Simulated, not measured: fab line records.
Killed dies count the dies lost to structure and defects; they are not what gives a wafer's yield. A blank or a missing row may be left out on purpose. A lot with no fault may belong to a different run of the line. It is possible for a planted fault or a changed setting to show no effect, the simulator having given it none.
Which tool did it?	flow berkeley-cmos170	15 lots, 45 wafers sampled, at 4 steps of a route of 331

## WHAT THE GAUGES SHOWED, per wafer
UCB170_GATE_THK_MEAS_05. Usual: for GATE_POLY_THK the level is 214.7 nm and the standard deviation is 1.9.
lot	measured	on	GATE_POLY_THK (nm)	flag
L670	day 5 20:49	film-metro-04	213.6 215.2 214.5	
L671	day 5 20:50	film-metro-03	213.9 214.2 214.4	
L672	day 6 16:22	film-metro-03	216.3 215.9 215.7	
L673	day 7 02:51	film-metro-03	213.6 213.3 213.5	
L675	day 7 02:50	film-metro-04	216.4 216.3 215.2	
L677	day 7 14:19	film-metro-04	177.9 175.6 174.7	OFF
L678	day 7 14:16	film-metro-02	181.0 178.6 180.0	OFF
L680	day 7 14:16	film-metro-04	178.3 177.7 176.3	OFF
L683	day 8 09:24	film-metro-02	214.5 213.8 214.0	
L685	day 9 07:05	film-metro-04	216.1 216.4 216.2	
L687	day 9 17:58	film-metro-02	216.5 215.2 214.2	
L689	day 9 20:48	film-metro-04	215.5 215.0 217.3	
L690	day 9 20:49	film-metro-02	213.9 215.5 215.0	
L691	day 10 07:17	film-metro-02	212.2 211.5 211.2	
L693	day 10 07:15	film-metro-03	213.8 214.3 215.8	

UCB170_M2_CD_MEAS_90: the cd target is 700 nm. Usual: cd-nm reads 701 nm (standard deviation 3).
lot	measured	on	cd-nm (nm)	flag
L670	day 7 09:35	cd-sem-01	701 699 701	
L671	day 7 08:16	cd-sem-02	704 704 702	
L672	day 8 00:25	cd-sem-01	701 701 698	
L673	day 8 20:44	cd-sem-02	702 703 702	
L675	day 8 20:25	cd-sem-01	704 698 699	
L677	day 9 02:13	cd-sem-01	693 698 693	
L678	day 9 01:47	cd-sem-02	698 701 695	
L680	day 9 02:03	cd-sem-02	699 699 701	
L683	day 10 02:31	cd-sem-02	699 701 696	
L685	day 10 22:07	cd-sem-01	695 698 694	
L687	day 11 10:53	cd-sem-02	706 702 702	
L689	day 11 13:25	cd-sem-02	700 697 700	
L690	day 11 13:43	cd-sem-02	702 701 701	
L691	day 11 20:53	cd-sem-02	700 702 703	
L693	day 11 21:01	cd-sem-02	701 702 705	

## EACH LOT AND THE TOOL THAT RAN IT (in order: tool; ch and the chambers of the sampled wafers; start)
lot	UCB170_GATE_CVD_04	UCB170_GATE_ETCH_15
L670	lpcvd-02 ch 0, day 5 19:25	rie-si-02 ch 0,1,3, day 5 22:18
L671	lpcvd-02 ch 0, day 5 19:25	rie-si-01 ch 0,1,3, day 5 22:01
L672	lpcvd-01 ch 1, day 6 14:58	rie-si-01 ch 0,1,3, day 6 18:28
L673	lpcvd-01 ch 0, day 7 01:26	rie-si-01 ch 0,1, day 7 04:43
L675	lpcvd-01 ch 1, day 7 01:26	rie-si-01 ch 1,2,3, day 7 04:52
L677	lpcvd-02 ch 1, day 7 12:52	rie-si-02 ch 0,2,3, day 7 16:28
L678	lpcvd-02 ch 0, day 7 12:52	rie-si-01 ch 0,1,2, day 7 16:12
L680	lpcvd-02 ch 1, day 7 12:52	rie-si-02 ch 0,1,3, day 7 16:02
L683	lpcvd-01 ch 0, day 8 07:17	rie-si-01 ch 0,2,3, day 8 10:37
L685	lpcvd-01 ch 0, day 9 05:40	rie-si-01 ch 1,2,3, day 9 09:50
L687	lpcvd-01 ch 1, day 9 16:34	rie-si-01 ch 1,2,3, day 9 19:08
L689	lpcvd-01 ch 0, day 9 19:24	rie-si-02 ch 0,3, day 9 23:13
L690	lpcvd-01 ch 1, day 9 19:24	rie-si-02 ch 0,2,3, day 9 23:29
L691	lpcvd-01 ch 1, day 10 05:49	rie-si-01 ch 0,1, day 10 10:07
L693	lpcvd-01 ch 1, day 10 05:49	rie-si-02 ch 0,3, day 10 09:51
- UCB170_GATE_CVD_04: deposits poly-Si from SiH4, time 1440 s, target thk 214 nm.
- UCB170_GATE_ETCH_15: etches poly-Si in HBr/Cl2, stops on SiO2, time 56.3 s, target depth 278.2 nm.

## WHAT THE TOOLS THEMSELVES READ (means of the sampled wafers that have a number; where no wafer has one, the mark that the record gives instead)
UCB170_GATE_CVD_04. Usual: spike-tc-source-C 628.5 C, standard deviation 1.1; susceptor-temp-C 610.00 C, standard deviation 0.27.
lot	tool	spike-tc-source-C (C)	susceptor-temp-C (C)	flag
L670	lpcvd-02	628.4	610.14	
L671	lpcvd-02	628.2	610.11	
L672	lpcvd-01	628.2	610.08	
L673	lpcvd-01	628.7	610.03	
L675	lpcvd-01	628.6	610.07	
L677	lpcvd-02	627.9	610.09	
L678	lpcvd-02	628.6	609.70	
L680	lpcvd-02	628.2	610.40	
L683	lpcvd-01	628.3	610.50	
L685	lpcvd-01	628.3	610.38	
L687	lpcvd-01	628.5	610.19	
L689	lpcvd-01	629.3	609.87	
L690	lpcvd-01	629.4	610.05	
L691	lpcvd-01	628.0	610.10	
L693	lpcvd-01	629.4	610.03	

UCB170_GATE_ETCH_15. Usual: drypump-motor-current-A 5.58 A, standard deviation 0.26; oes-product-au 0.835 a.u., standard deviation 0.017; throttle-valve-pct 26.32 %, standard deviation 0.22.
lot	tool	drypump-motor-current-A (A)	oes-product-au (a.u.)	throttle-valve-pct (%)	flag
L670	rie-si-02	5.60	0.841	26.46	
L671	rie-si-01	5.56	0.837	26.29	
L672	rie-si-01	5.54	0.844	26.30	
L673	rie-si-01	5.45	0.833	26.29	
L675	rie-si-01	5.74	0.831	26.33	
L677	rie-si-02	5.46	0.737	26.37	OFF
L678	rie-si-01	5.47	0.742	26.15	OFF
L680	rie-si-02	5.61	0.750	26.48	OFF
L683	rie-si-01	5.59	0.830	26.16	
L685	rie-si-01	5.73	0.820	26.34	
L687	rie-si-01	5.74	0.826	26.35	
L689	rie-si-02	5.39	0.836	26.47	
L690	rie-si-02	5.46	0.839	26.38	
L691	rie-si-01	5.44	0.829	26.29	
L693	rie-si-02	5.40	0.836	26.43	

## THE ANSWER, worked out from the rows above alone
Rule: take the mean of a lot's wafers that have a number; if it is more than 3 standard deviations from the usual mean, the lot is off. Also off: a lot with no number at a reading for which 4 or more lots have one. The other lots that the step has rows for count as sound. After the gauges, taken in route order, come the tools' own readings; for these a lot's mean is taken, as printed above. At the first step where some lot is off, the reading lying furthest off is the one used; lots without a number count as furthest.
Off: at UCB170_GATE_THK_MEAS_05 (GATE_POLY_THK), L677, L678, L680.
If a tool, at a process step before that reading, ran all the lots that are off and no sound lot after the first of them, it fits. The gauges at UCB170_GATE_THK_MEAS_05 aren't tried: what is off there is off at UCB170_GATE_ETCH_15 too, on other tools, and a gauge's error can't cause that. One fits: lpcvd-02 at UCB170_GATE_CVD_04. A fault onset in the window from L670 (day 5 19:25, its last sound lot) to L677 (day 7 12:52, its first lot off) fits.

## WHAT WAS PUT IN BY THE SIMULATOR
Site profile drift: lpcvd-02, from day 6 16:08 on, at UCB170_GATE_CVD_04. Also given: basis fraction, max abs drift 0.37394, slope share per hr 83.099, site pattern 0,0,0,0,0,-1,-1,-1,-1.
Struck lots among those shown: L680, L678, L677. The rule given above showed the same thing.
